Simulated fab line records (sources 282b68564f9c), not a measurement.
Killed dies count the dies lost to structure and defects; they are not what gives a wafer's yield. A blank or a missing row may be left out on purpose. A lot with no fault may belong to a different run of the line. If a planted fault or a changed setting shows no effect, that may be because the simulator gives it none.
Problem report, 8D (eight disciplines) form, completed by code | flow ritCmos | the parts of the form that need people (team, actions taken, sign-off) are left out

== 1. WHAT IS WRONG ==
Mean NLDD_TW at RIT_NLDD_TW_MEAS_10: 2714 over 9 wafers in 3 lots; fault-free wafers: 2488, standard deviation 21. Relative to the usual mean, that is a shift of +11 standard deviations.
First observed at day 4 10:20: wafer L781.3, on filmMetro-01. The record holds 39 wafers of 13 lots with a number at this step. Rule for "out", or "out of limits": more than 4 standard deviations from the usual mean. The other wafers with a number count as sound.

== 2. WHAT IT IS, AND WHAT IT ISN'T ==
question                    | is                         | is not
which readings at this step | NLDD_TW                    | -
which lots                  | L781, L782, L784           | L773, L774, L779, L785, L786, L787, L791, L793, L794, L796
which wafers of those lots  | all that have a number     | -
read on which gauges        | filmMetro-01, filmMetro-02 | filmMetro-03
when                        | from day 4 10:20           | up to then (9 sound wafers); but 21 sound wafers of L785, L786, L787, L791, L793, L794, L796 came after

== 3. WHAT RULES OUT EACH SUSPECT ==
Counting: any tool at a process step up to the reading is kept as a suspect provided that every lot that is out went through it and no sound lot did after the first of them.
- the gauge at RIT_NLDD_TW_MEAS_10: ruled out. 2 gauges (filmMetro-01, filmMetro-02) read the wafers that are out.
- implanter-02 at RIT_NLDD_IMPLANT_08: kept. Every lot that is out went through it, starting with L781 (day 4 10:02), and after that it ran no sound lot; the last sound lot it ran before then is L779 (day 4 00:29). Its own readings are out on those wafers: doseIonsCm2, faradayCurrentUA.
The count leaves implanter-02 at RIT_NLDD_IMPLANT_08.

== 4. THE CAUSE (what the simulator had put in) ==
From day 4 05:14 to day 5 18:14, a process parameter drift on implanter-02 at RIT_NLDD_IMPLANT_08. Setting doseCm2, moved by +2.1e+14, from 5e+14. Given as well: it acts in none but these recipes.
Only this tool survived the counting.

== 5. THE EFFECT CHAIN, in route order ==
Each row: a reading whose mean over the struck wafers that have a number lies more than 3 standard deviations from the usual. Only readings whose record carries a usual standard deviation are examined. hours: median over the lots of the time between each lot's start at the first step of this table that gives one and its start at this step. sigmas: the change, counted in usual standard deviations.
hours | step                    | reading          | usual        | on struck wafers | change     | sigmas
0     | RIT_NLDD_IMPLANT_08     | doseIonsCm2      | 5.001e+14    | 7.101e+14        | +2.100e+14 | +99 or more
0     | RIT_NLDD_IMPLANT_08     | faradayCurrentUA | 1575         | 2240             | +665       | +20
0     | RIT_NLDD_TW_MEAS_10     | NLDD_TW          | 2488         | 2714             | +226       | +11
8     | RIT_SDANNEAL_RS_MEAS_07 | NLDD_RS          | 151.4 ohm/sq | 114.0            | -37.4      | -67
Process steps it contains:
- RIT_NLDD_IMPLANT_08

== 6. WHAT WOULD HAVE CAUGHT IT SOONER ==
5 hours passed between the start of the fault at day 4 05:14 and the first reading out of limits at a measuring or inspecting step in this record, taken at day 4 10:20.
The tool's own readings at RIT_NLDD_IMPLANT_08 were out on every struck wafer that the step has a row for (doseIonsCm2, faradayCurrentUA): an alarm limit on them would have fired on the first of those.
L782, L784, from the lots that are out (3), started RIT_NLDD_IMPLANT_08 on implanter-02 later than day 4 10:20. A hold on the tool at that time would have spared those 2.
